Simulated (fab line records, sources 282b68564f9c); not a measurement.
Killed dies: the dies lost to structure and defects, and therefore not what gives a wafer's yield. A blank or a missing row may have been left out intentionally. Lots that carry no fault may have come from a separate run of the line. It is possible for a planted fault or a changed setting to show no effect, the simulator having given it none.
Which of the tools did it?	flow ritCmos	15 lots, 45 wafers sampled, at 5 steps of a route of 202

WHAT THE GAUGES READ, wafer by wafer
RIT_ACTIVE_THK_MEAS_02. Usual: for ACTIVE_OXIDE_THK the level is 46.9 nm and the standard deviation is 0.75.
lot	measured	on	ACTIVE_OXIDE_THK (nm)	flag
L451	day 1 12:04	filmMetro-03	46.6 46.4 46.7	
L452	day 1 17:04	filmMetro-03	47.3 46.3 46.8	
L453	day 1 22:04	filmMetro-02	47.3 47.7 47.0	
L454	day 2 03:04	filmMetro-03	46.9 47.7 47.3	
L455	day 2 09:38	filmMetro-03	47.1 46.4 46.3	
L456	day 2 14:13	filmMetro-02	47.1 47.2 46.5	
L457	day 2 18:22	filmMetro-03	47.1 47.0 47.3	
L458	day 2 23:45	filmMetro-03	47.9 47.5 47.2	
L459	day 3 04:26	filmMetro-03	46.3 46.8 46.1	
L461	day 3 14:59	filmMetro-02	47.2 46.5 47.2	
L463	day 4 00:08	filmMetro-03	47.6 48.7 47.2	
L464	day 4 05:04	filmMetro-03	47.1 47.5 48.1	
L470	day 5 11:03	filmMetro-01	45.9 46.0 46.1	
L473	day 6 02:03	filmMetro-03	46.1 46.8 45.6	
L474	day 6 07:04	filmMetro-03	47.6 47.4 47.2	

RIT_NLDD_TW_MEAS_10. Usual: for NLDD_TW the level is 2508 and the standard deviation is 13.
lot	measured	on	NLDD_TW	flag
L451	day 2 21:10	filmMetro-01	2520 2510 2497	
L452	day 3 03:55	filmMetro-03	2487 2502 2509	
L453	day 3 06:16	filmMetro-01	2511 2500 2505	
L454	day 3 13:31	filmMetro-02	2511 2505 2516	
L455	day 3 17:40	filmMetro-01	2507 2500 2503	
L456	day 3 21:14	filmMetro-03	2500 2500 2485	
L457	day 4 00:39	filmMetro-03	2485 2507 2491	
L458	day 4 08:50	filmMetro-02	2507 2514 2512	
L459	day 4 10:52	filmMetro-02	2511 2523 2518	
L461	day 5 00:57	filmMetro-01	2785 2801 2796	OFF
L463	day 5 06:20	filmMetro-01	2791 2787 2790	OFF
L464	day 5 10:43	filmMetro-02	2762 2782 2759	OFF
L470	day 6 18:23	filmMetro-03	2506 2493 2488	
L473	day 7 10:27	filmMetro-01	2509 2510 2521	
L474	day 7 18:16	filmMetro-02	2515 2488 2490	

RIT_SDANNEAL_RS_MEAS_07: measurement is done with a four-point probe. Usual: for NLDD_RS the level is 151.8 ohm/sq and the standard deviation is 0.47.
lot	measured	on	NLDD_RS (ohm/sq)	flag
L451	day 3 06:01	filmMetro-03	151.7 151.8 151.6	
L452	day 3 11:52	filmMetro-03	151.8 151.9 150.9	
L453	day 3 14:35	filmMetro-02	151.7 151.2 151.3	
L454	day 3 21:29	filmMetro-01	151.4 150.7 151.7	
L455	day 4 01:28	filmMetro-03	152.0 151.9 152.2	
L456	day 4 05:07	filmMetro-01	151.6 151.5 152.0	
L457	day 4 08:17	filmMetro-03	151.5 152.2 151.7	
L458	day 4 17:03	filmMetro-01	151.6 151.8 152.2	
L459	day 4 18:46	filmMetro-02	151.7 151.7 151.9	
L461	day 5 09:06	filmMetro-01	110.2 110.4 110.3	OFF
L463	day 5 14:13	filmMetro-01	110.5 110.5 110.4	OFF
L464	day 5 19:30	filmMetro-01	110.6 110.5 110.5	OFF
L470	day 7 02:24	filmMetro-03	151.4 151.6 150.9	
L473	day 7 18:14	filmMetro-03	151.9 151.9 152.2	
L474	day 8 02:01	filmMetro-01	151.4 151.2 150.7	

RIT_CONTACT_CD_MEAS_08: target cd 1000 nm. Usual: cdNm 999.6 nm, standard deviation 2.
lot	measured	on	cdNm (nm)	flag
L451	day 3 07:52	cdSem-01	999.0 1000.8 997.9	
L452	day 3 13:36	cdSem-02	1001.8 1001.4 1002.6	
L453	day 3 16:25	cdSem-02	996.9 998.5 996.7	
L454	day 3 23:12	cdSem-02	999.8 998.7 999.1	
L455	day 4 03:18	cdSem-02	998.0 998.8 1001.1	
L456	day 4 07:03	cdSem-02	1003.0 999.3 1000.9	
L457	day 4 10:10	cdSem-02	1003.2 1001.1 1002.7	
L458	day 4 18:46	cdSem-02	1002.1 1000.4 1002.6	
L459	day 4 20:29	cdSem-02	1001.6 999.7 999.3	
L461	day 5 10:56	cdSem-01	1003.1 1004.6 1004.7	
L463	day 5 15:56	cdSem-01	999.3 998.1 1000.2	
L464	day 5 21:21	cdSem-01	997.2 1000.3 997.4	
L470	day 7 04:28	cdSem-02	999.1 1000.0 1001.2	
L473	day 7 20:05	cdSem-02	998.3 996.9 997.4	
L474	day 8 03:52	cdSem-01	998.9 999.9 998.8	

WHICH TOOL RAN EACH LOT (tool, then ch and the chambers of the sampled wafers, then the start)
lot	RIT_NLDD_IMPLANT_08
L451	implanter-04 ch 0, day 2 20:52
L452	implanter-04 ch 0, day 3 03:37
L453	implanter-04 ch 0, day 3 05:58
L454	implanter-04 ch 0, day 3 13:13
L455	implanter-03 ch 0, day 3 17:21
L456	implanter-02 ch 0, day 3 20:56
L457	implanter-04 ch 0, day 4 00:19
L458	implanter-04 ch 0, day 4 08:31
L459	implanter-03 ch 0, day 4 10:35
L461	implanter-04 ch 0, day 5 00:38
L463	implanter-04 ch 0, day 5 06:00
L464	implanter-04 ch 0, day 5 10:26
L470	implanter-03 ch 0, day 6 18:03
L473	implanter-03 ch 0, day 7 10:07
L474	implanter-04 ch 0, day 7 17:58
- RIT_NLDD_IMPLANT_08

AS READ BY THE TOOLS THEMSELVES (means over the sampled wafers that have a number; for cases with no such wafer, the mark the record gives instead)
RIT_NLDD_IMPLANT_08. Usual: doseIonsCm2 4.999e+14, standard deviation 5.4e+11; endStationPressureTorr 6.3e-06 Torr, standard deviation 3.1e-07; faradayCurrentUA 1574, standard deviation 30.
lot	tool	doseIonsCm2	endStationPressureTorr (Torr)	faradayCurrentUA	flag
L451	implanter-04	5.007e+14	6.3e-06	1571	
L452	implanter-04	4.998e+14	6.1e-06	1566	
L453	implanter-04	4.992e+14	6.2e-06	1562	
L454	implanter-04	5.000e+14	6.2e-06	1610	
L455	implanter-03	4.997e+14	6.3e-06	1564	
L456	implanter-02	4.995e+14	6.3e-06	1561	
L457	implanter-04	4.997e+14	6.6e-06	1583	
L458	implanter-04	4.993e+14	6.2e-06	1543	
L459	implanter-03	4.998e+14	6.2e-06	1586	
L461	implanter-04	7.416e+14	6.9e-06	2366	OFF
L463	implanter-04	7.412e+14	6.8e-06	2301	OFF
L464	implanter-04	7.413e+14	6.7e-06	2319	OFF
L470	implanter-03	5.005e+14	6.5e-06	1585	
L473	implanter-03	5.001e+14	6.3e-06	1581	
L474	implanter-04	5.000e+14	6.1e-06	1563	

THE ANSWER, worked out from the rows above alone
Rule: take the mean of a lot's wafers that have a number; if it is more than 3 standard deviations from the usual mean, the lot is off. A lot without any number at a reading at which 4 lots or more have one is off too. Any other lot the step has rows for is counted as sound. First the gauges in route order, then the tools' own readings, where a lot's mean is used as printed above. At the first step where some lot is off, the reading lying furthest off is the one used; lots without a number count as furthest.
Off: L461, L463, L464, at RIT_NLDD_TW_MEAS_10 (NLDD_TW).
If a tool, at a process step before that reading, ran all the lots that are off and no sound lot after the first of them, it fits. The gauges at RIT_NLDD_TW_MEAS_10 aren't tried: what is off there is off at RIT_NLDD_IMPLANT_08 too, on other tools, and a gauge's error can't cause that. No candidate that was tried fits.

WHAT HAD BEEN PUT IN BY THE SIMULATOR
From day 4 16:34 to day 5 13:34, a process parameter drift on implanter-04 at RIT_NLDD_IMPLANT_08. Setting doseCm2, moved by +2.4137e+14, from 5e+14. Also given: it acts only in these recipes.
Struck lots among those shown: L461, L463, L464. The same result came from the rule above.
